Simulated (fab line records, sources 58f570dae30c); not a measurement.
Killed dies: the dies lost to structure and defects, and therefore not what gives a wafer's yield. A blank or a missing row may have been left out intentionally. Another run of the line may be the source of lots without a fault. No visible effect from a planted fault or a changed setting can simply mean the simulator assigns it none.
Chamber matching	flow berkeley_cmos170	rie_diel-01 running UCB170_ZERO_ETCH_06: 4 sister chambers
The step etches SiO2 in CHF3/CF4/Ar, time 12 s. 8 wafers are shown with their chamber, then 8 later ones without.

== WAFERS PAIRED WITH THEIR CHAMBERS ==
wafer	chamber	throttle_valve_pct (%)	drypump_motor_current_A (A)
L594.2	2	9.31	6.07
L597.2	1	9.43	5.49
L597.6	2	9.31	6.08
L598.6	3	9.23	5.71
L600.2	1	9.44	5.51
L601.1	3	9.23	5.73
L601.5	0	9.06	5.87
L604.2	0	9.06	5.86

== WAFERS WITHOUT THEIR CHAMBER ==
wafer	throttle_valve_pct (%)	drypump_motor_current_A (A)
L604.3	9.20	5.69
L604.5	9.06	5.84
L612.3	9.07	5.86
L612.5	9.06	5.85
L612.6	9.43	5.48
L614.2	9.23	5.72
L614.4	9.30	6.03
L614.6	9.32	6.05

== CHAMBER TAKEN BY EACH ==
wafer	from the rows above	in truth
L604.3	3	3
L604.5	0	0
L612.3	0	0
L612.5	0	0
L612.6	1	1
L614.2	3	3
L614.4	2	2
L614.6	2	2
8 of 8 placed correctly. From these rows, 0 cannot be placed. Placed wrongly: 0.
How it was worked out, from the rows above alone: a wafer's distance from a chamber is the root of the sum, over the readings, of the square of ((its reading less the chamber's mean) divided by the reading's scatter). The wafer belongs to the nearest chamber; if the next one is less than 2 further off, it can't be placed. A chamber's mean is the mean of its shown wafers. The scatter: take each reading less its chamber's mean, square it, sum over the shown wafers, divide by the number of wafers less the number of chambers, and take the root.
